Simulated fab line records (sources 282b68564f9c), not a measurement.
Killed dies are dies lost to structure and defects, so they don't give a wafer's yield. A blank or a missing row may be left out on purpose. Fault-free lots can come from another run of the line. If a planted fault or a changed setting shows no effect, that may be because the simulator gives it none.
fab line records ; flow rit-cmos
record lots=6; wafers=18; last-day=7
route steps=202 shown SPACER@127 NSD@131 PSD@142 M1@202
lots with no fault: from the same line, run without faults
start-h: hours from the record's opening day to when the first of the lot's shown wafers began ; wait-h: hours from the lot's prior step to this one ; " identical to the entry in the row above ; L1.1+2: a row that stands for several wafers ; - no value present, or no start provided ; * or withheld: withheld ; < > ~ a bound
route shown NAME@n: a module of which the file shows steps, and the number in the route of the first ; usual: mean/standard deviation taken from wafers without a fault ; same: alike in all rows ; chamber/n: place in a boat ; sites: readings site by site ; _std_site: their standard deviation ; _edge_site: mean of outer sites minus mean of inner sites ; radius-mm: how far each site lies from the wafer's centre ; mask NAME#n: copy n ; behind: the most recent tool/chamber to have shaped the wafer ; hold: what put the lot on hold/how long, in hours/how the hold closed ; device: names the non-switching transistor (n, p or np) ; end of line: the tests these same wafers got at the end of their route ; a step with no rows: only its recipe ; killed: dies that structure and defects cost at the first sort, which is not the same as the wafer's yield ; map: a wafer's dies, marking killed ones x, the rest . and places with no die _
set.NAME: the setting as run; set.NAME@STEP: as run at that earlier step ; model.NAME: the simulator's own value behind a step, which no gauge read
lots at selected steps of the route; one table per step, one row per wafer
services: a tool's chamber out of use, with start hour (start-h, from the record's first day; less than 0 if before it), hours out, and reason
## steps
# step RIT_SPACER_CLEAN_02
# recipe chemistry=SC2; mix=3:3:50; time-s=600; temp-c=75; dry=n2-spin
# step RIT_SPACER_CVD_03
# recipe material=Si3N4; target-thk-nm=250; temp-c=810; precursor=SiH2Cl2/NH3; time-s=3300; pressure-mtorr=300; sih2cl2-flow-sccm=60; nh3-flow-sccm=150
# step RIT_SPACER_THK_MEAS_04
# recipe reads=Si3N4_of_SPACER_CVD_03
# usual SPACER_NITRIDE_THK=249.0/2.4
lot.wafer;tool;chamber;start-h;wait-h;SPACER_NITRIDE_THK[nm]
L921.1;film-metro-03;-;50.60;0.0;250.6
L921.2;film-metro-03;-;50.60;0.0;249.6
L921.4;film-metro-03;-;50.60;0.0;251.4
L928.1;film-metro-01;-;89.79;0.0;247.6
L928.4;film-metro-01;-;89.79;0.0;248.3
L928.5;film-metro-01;-;89.79;0.0;249.3
L930.1;film-metro-01;-;100.30;0.0;250.4
L930.2;film-metro-01;-;100.30;0.0;250.6
L930.4;film-metro-01;-;100.30;0.0;250.2
L932.1;film-metro-03;-;111.71;0.0;252.4
L932.2;film-metro-03;-;111.71;0.0;253.2
L932.4;film-metro-03;-;111.71;0.0;250.6
L936.1;film-metro-03;-;123.75;0.0;248.9
L936.4;film-metro-03;-;123.75;0.0;248.5
L936.6;film-metro-03;-;123.75;0.0;250.0
L943.2;film-metro-01;-;165.78;0.0;247.2
L943.3;film-metro-01;-;165.78;0.0;250.8
L943.4;film-metro-01;-;165.78;0.0;249.9
# step RIT_SPACER_ETCHBACK_05
# recipe target-depth-a=2500; SF6_flow_sccm=30; CHF3_flow_sccm=30; target=Si3N4; chemistry=SF6/CHF3; pressure-mtorr=40; rf-w=250; time-s=240; stop-on=SiO2
# usual chamber-pressure-mTorr=39.99/0.038; drypump-motor-current-A=5.9/0.39; oes-product-au=0.844/0.013; throttle-valve-pct=10.29/0.17
lot.wafer;tool;chamber;start-h;wait-h;chamber-pressure-mTorr;drypump-motor-current-A;oes-product-au;rf-hours-counter-h;throttle-valve-pct
L921.1;rie-diel-01;0;50.66;0.1;39.97;6.3;0.860;1;10.36
L921.2;rie-diel-01;3;50.66;0.1;40.05;5.6;0.832;87;10.32
L921.4;rie-diel-01;1;50.66;0.1;39.96;6.0;0.852;61;10.19
L928.1;rie-diel-03;3;89.85;0.1;40.03;6.0;0.850;52;9.97
L928.4;rie-diel-03;2;89.85;0.1;39.99;5.1;0.845;4;10.29
L928.5;rie-diel-03;2;89.85;0.1;39.95;5.1;0.851;-;10.29
L930.1;rie-diel-02;0;100.36;0.1;39.99;5.8;0.850;136;10.26
L930.2;rie-diel-02;3;100.36;0.1;40.02;6.6;0.864;11;10.20
L930.4;rie-diel-02;2;100.36;0.1;40.05;5.9;0.845;1;10.52
L932.1;rie-diel-03;0;111.77;0.1;39.96;6.2;0.848;8;10.48
L932.2;rie-diel-03;1;111.77;0.1;39.99;6.0;0.849;129;10.47
L932.4;rie-diel-03;2;111.77;0.1;40.01;5.1;0.856;5;10.30
L936.1;rie-diel-01;2;123.81;0.1;40.03;5.4;0.822;125;9.98
L936.4;rie-diel-01;1;123.81;0.1;40.02;6.0;0.851;61;10.19
L936.6;rie-diel-01;2;123.81;0.1;40.02;5.4;0.829;-;9.98
L943.2;rie-diel-03;0;165.83;0.0;39.91;6.1;0.831;9;10.46
L943.3;rie-diel-03;2;165.83;0.0;40.04;5.1;0.859;6;10.30
L943.4;rie-diel-03;1;165.83;0.0;39.91;6.0;0.841;130;10.48
# step RIT_NSD_HMDS_00
# recipe prime-time-s=60; prime-temp-c=140
# step RIT_NSD_COAT_01
# recipe resist=NOVOLAK; spin-rpm=3286; resist-thk-nm=1000
# step RIT_NSD_SOFTBAKE_02
# recipe resist=NOVOLAK; temp-c=90; time-s=60
# step RIT_NSD_EXPOSE_03
# recipe mask-id=M9; na=0.57; target-cd-nm=40700; dose-mj=250
# step RIT_NSD_PEB_04
# recipe resist=NOVOLAK; temp-c=withheld; time-s=withheld
# step RIT_NSD_DEVELOP_05
# recipe resist=NOVOLAK; develop-time-s=50; dev-temp-c=23
# step RIT_NSD_OVL_MEAS_06
# usual NSD_OVL=0.7/1.4
lot.wafer;tool;chamber;start-h;wait-h;NSD_OVL[nm]
L921.1;overlay-02;-;51.66;-;-0.9
L921.2;overlay-02;-;51.66;-;-1.7
L921.4;overlay-02;-;51.66;-;0.2
L928.1;overlay-02;-;90.98;-;-0.4
L928.4;overlay-02;-;90.98;-;0.4
L928.5;overlay-02;-;90.98;-;-0.2
L930.1;overlay-01;-;101.36;-;-3.0
L930.2;overlay-01;-;101.36;-;2.3
L930.4;overlay-01;-;101.36;-;0.5
L932.1;overlay-02;-;112.90;-;0.7
L932.2;overlay-02;-;112.90;-;1.3
L932.4;overlay-02;-;112.90;-;1.3
L936.1;overlay-01;-;125.24;-;1.4
L936.4;overlay-01;-;125.24;-;1.7
L936.6;overlay-01;-;125.24;-;1.2
L943.2;overlay-02;-;166.96;-;-1.8
L943.3;overlay-02;-;166.96;-;-2.1
L943.4;overlay-02;-;166.96;-;-0.2
# step RIT_NSD_HARDBAKE_07
# recipe resist=NOVOLAK; temp-c=140; time-s=60
# step RIT_NSD_IMPLANT_08
# recipe species=P; energy-kev=25; dose-cm2=1e+15; tilt-deg=7
# usual beam-energy-keV=25.000/0.0083
lot.wafer;tool;chamber;start-h;wait-h;beam-energy-keV;model.implant.rp-nm;model.implant.drp-nm
L921.1;implanter-01;0;51.85;0.1;24.995;31.13;14.84
L921.2;implanter-01;0;51.85;0.1;24.990;31.13;14.84
L921.4;implanter-01;0;51.85;0.1;24.997;31.13;14.84
L928.1;implanter-01;0;91.26;0.1;25.912;32.42;15.17
L928.4;implanter-01;0;91.26;0.1;25.924;32.42;15.17
L928.5;implanter-01;0;91.26;0.1;25.928;32.42;15.17
L930.1;implanter-01;0;101.54;0.1;25.926;34.3;15.17
L930.2;implanter-01;0;101.54;0.1;25.930;34.3;15.17
L930.4;implanter-01;0;101.54;0.1;25.932;34.3;15.17
L932.1;implanter-02;0;113.08;0.1;25.008;32.62;14.84
L932.2;implanter-02;0;113.08;0.1;25.004;32.62;14.84
L932.4;implanter-02;0;113.08;0.1;25.004;32.62;14.84
L936.1;implanter-03;0;125.51;0.1;25.001;32.34;14.84
L936.4;implanter-03;0;125.51;0.1;25.003;32.34;14.84
L936.6;implanter-03;0;125.51;0.1;25.007;32.34;14.84
L943.2;implanter-03;0;167.16;0.1;25.000;32.32;14.84
L943.3;implanter-03;0;167.16;0.1;24.997;32.32;14.84
L943.4;implanter-03;0;167.16;0.1;24.999;32.32;14.84
# step RIT_NSD_STRIP_09
# recipe chemistry=O2; time-s=180; resist=NOVOLAK; platen-temp-c=withheld; power-w=500; pressure-mtorr=4000; o2-flow-sccm=4000
# usual chamber-pressure-mTorr=4001/3.6; drypump-motor-current-A=5.64/0.28
lot.wafer;tool;chamber;start-h;wait-h;chamber-pressure-mTorr;drypump-motor-current-A;rf-hours-counter-h
L921.1;plasma-asher-01;1;52.00;0.1;4006;6.06;41
L921.2;plasma-asher-01;0;52.00;0.1;4002;5.55;41
L921.4;plasma-asher-01;1;52.00;0.1;3998;6.06;-
L928.1;plasma-asher-03;1;91.41;0.1;4001;5.65;44
L928.4;plasma-asher-03;1;91.41;0.1;3998;5.65;-
L928.5;plasma-asher-03;0;91.41;0.1;4000;5.52;-
L930.1;plasma-asher-02;1;101.69;0.1;4008;5.68;30
L930.2;plasma-asher-02;0;101.69;0.1;3998;5.10;30
L930.4;plasma-asher-02;0;101.69;0.1;3996;5.12;-
L932.1;plasma-asher-01;1;113.23;0.1;3997;6.07;47
L932.2;plasma-asher-01;0;113.23;0.1;4001;5.55;47
L932.4;plasma-asher-01;0;113.23;0.1;4001;5.55;-
L936.1;plasma-asher-01;1;125.66;0.1;3994;6.04;49
L936.4;plasma-asher-01;0;125.66;0.1;3999;5.57;-
L936.6;plasma-asher-01;0;125.66;0.1;3998;5.58;-
L943.2;plasma-asher-01;1;167.29;0.1;4000;6.09;52
L943.3;plasma-asher-01;1;167.29;0.1;3998;6.03;-
L943.4;plasma-asher-01;0;167.29;0.1;4008;5.54;-
# step RIT_NSD_TW_MEAS_10
# usual NSD_TW=3115/11
lot.wafer;tool;chamber;start-h;wait-h;NSD_TW
L921.1;film-metro-02;-;52.17;0.1;3092
L921.2;film-metro-02;-;52.17;0.1;3111
L921.4;film-metro-02;-;52.17;0.1;3099
L928.1;film-metro-04;-;91.58;0.1;3143
L928.4;film-metro-04;-;91.58;0.1;3151
L928.5;film-metro-04;-;91.58;0.1;3153
L930.1;film-metro-03;-;101.87;0.1;3160
L930.2;film-metro-03;-;101.87;0.1;3159
L930.4;film-metro-03;-;101.87;0.1;3143
L932.1;film-metro-03;-;113.41;0.1;3125
L932.2;film-metro-03;-;113.41;0.1;3109
L932.4;film-metro-03;-;113.41;0.1;3113
L936.1;film-metro-03;-;125.83;0.1;3116
L936.4;film-metro-03;-;125.83;0.1;3115
L936.6;film-metro-03;-;125.83;0.1;3098
L943.2;film-metro-03;-;167.47;0.1;3107
L943.3;film-metro-03;-;167.47;0.1;3101
L943.4;film-metro-03;-;167.47;0.1;3111
# step RIT_PSD_HMDS_00
# recipe prime-time-s=60; prime-temp-c=140
# step RIT_M1_PROBE_99
# usual killed-at-contacts=0.1/0.23; killed-at-front-end=6/3.1; killed-dies=6/3.1; killed-open=3.2/1.9; killed-short=3.2/2.1
# same gross-dies=264; killed_at_M0_to_M3=0; killed_at_M4_up=0; killed-at-back-side=0; killed-at-other=0
lot.wafer;tool;chamber;start-h;wait-h;killed-at-contacts;killed-at-front-end;killed-dies;killed-open;killed-short
L921.1;prober-02;-;61.61;0.1;0;8;8;4;4
L921.2;prober-02;-;61.66;0.1;0;8;8;3;5
L921.4;prober-02;-;61.76;0.2;0;3;3;1;2
L928.1;prober-01;-;101.29;0.1;0;9;9;4;5
L928.4;prober-01;-;101.44;0.2;1;8;9;3;6
L928.5;prober-01;-;101.49;0.2;0;4;4;3;1
L930.1;prober-01;-;111.56;0.1;0;5;5;3;2
L930.2;prober-01;-;111.61;0.1;0;4;4;3;1
L930.4;prober-01;-;111.71;0.2;0;4;4;4;0
# killed by level:class
L921.1 GATE:geometric-particle:open=2 GATE:geometric-particle:short=2 REOX:geometric-particle:short=1 SPACER:geometric-particle:open=1 SILICIDE:geometric-particle:open=1 SILICIDE:geometric-particle:short=1
L921.2 GATE:geometric-particle:short=2 GATE:geometric-particle:open=2 REOX:geometric-particle:short=2 REOX:geometric-particle:open=1 SPACER:geometric-particle:short=1
L921.4 ACTIVE:geometric-particle:short=1 GATE:geometric-particle:short=1 REOX:geometric-particle:open=1
L928.1 GATE:geometric-particle:open=2 FOX1:geometric-particle:short=1 FOX1:geometric-particle:open=1 FOX2:geometric-particle:short=1 GATE:geometric-particle:short=1 REOX:geometric-particle:short=1 REOX:geometric-particle:open=1 SPACER:geometric-particle:short=1
L928.4 REOX:geometric-particle:short=3 FOX2:geometric-particle:short=2 FOX1:geometric-particle:open=1 GATE:geometric-particle:open=1 SPACER:geometric-particle:open=1 CONTACT:geometric-particle:short=1
L928.5 GATE:geometric-particle:open=2 FOX2:geometric-particle:open=1 GATE:geometric-particle:short=1
L930.1 GATE:geometric-particle:open=2 FOX2:geometric-particle:open=1 GATE:geometric-particle:short=1 SILICIDE:geometric-particle:short=1
L930.2 GATE:geometric-particle:open=3 GATE:geometric-particle:short=1
L930.4 GATE:geometric-particle:open=2 FOX1:geometric-particle:open=1 REOX:geometric-particle:open=1
## services
tool;chamber;start-h;hours;kind
rie-diel-01;2;31.04;11.4;repair
rie-diel-02;0;33.88;14.1;repair
plasma-asher-03;-;44.25;10.6;repair
plasma-asher-02;-;48.76;7.4;repair
implanter-01;-;50.30;0.6;repair
rie-diel-01;-;57.34;0.4;repair
implanter-02;-;59.27;5.7;repair
rie-diel-03;1;65.39;15.9;repair
implanter-03;-;75.07;5.0;pm
rie-diel-03;1;90.83;2.7;repair
rie-diel-01;-;94.66;28.1;pm
implanter-01;-;94.74;4.1;pm
plasma-asher-02;-;97.46;1.3;repair
implanter-02;-;107.17;1.3;repair
rie-diel-02;-;107.92;1.0;repair
plasma-asher-03;-;108.75;9.0;pm
plasma-asher-03;0;108.75;9.0;vent-cycle
plasma-asher-03;1;108.75;9.0;vent-cycle
plasma-asher-03;0;117.75;-;clean
rie-diel-03;-;130.78;2.8;pm
rie-diel-01;-;134.73;0.3;repair
rie-diel-01;2;142.18;4.6;repair
rie-diel-02;3;153.81;5.6;repair
plasma-asher-01;-;160.25;2.8;pm
## key
first-sign step=RIT_NSD_IMPLANT_08; reading=beam-energy-keV; direction=up; sigmas=99+; usual=25.000; struck=25.925
effect step=RIT_NSD_TW_MEAS_10; reading=NSD_TW; direction=up; sigmas=3.3; usual=3115; struck=3152
model-effect step=RIT_NSD_IMPLANT_08; value=implant.rp-nm; without=32.55; struck=33.36
met-at RIT_NSD_IMPLANT_08
struck-wafers L928.1,L928.4,L928.5,L930.1,L930.2,L930.4
tester-left-out L928,L930
onset-between 51.85 91.26
fault kind=process-parameter-drift; tool=implanter-01; chamber=-; onset-h=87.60; steps=RIT_NSD_IMPLANT_08; channel=energy-kev; offset=0.92315; shape=step; end-h=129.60; acts-in=these-recipes-only; stated=25
# tester-left-out: of these lots the tester's yield and bins aren't shown, on N5 and GAA mostly nor the transistor test; their killed dies are dies lost to structure and defects alone, not to doping, threshold or leakage, so they don't give the yield
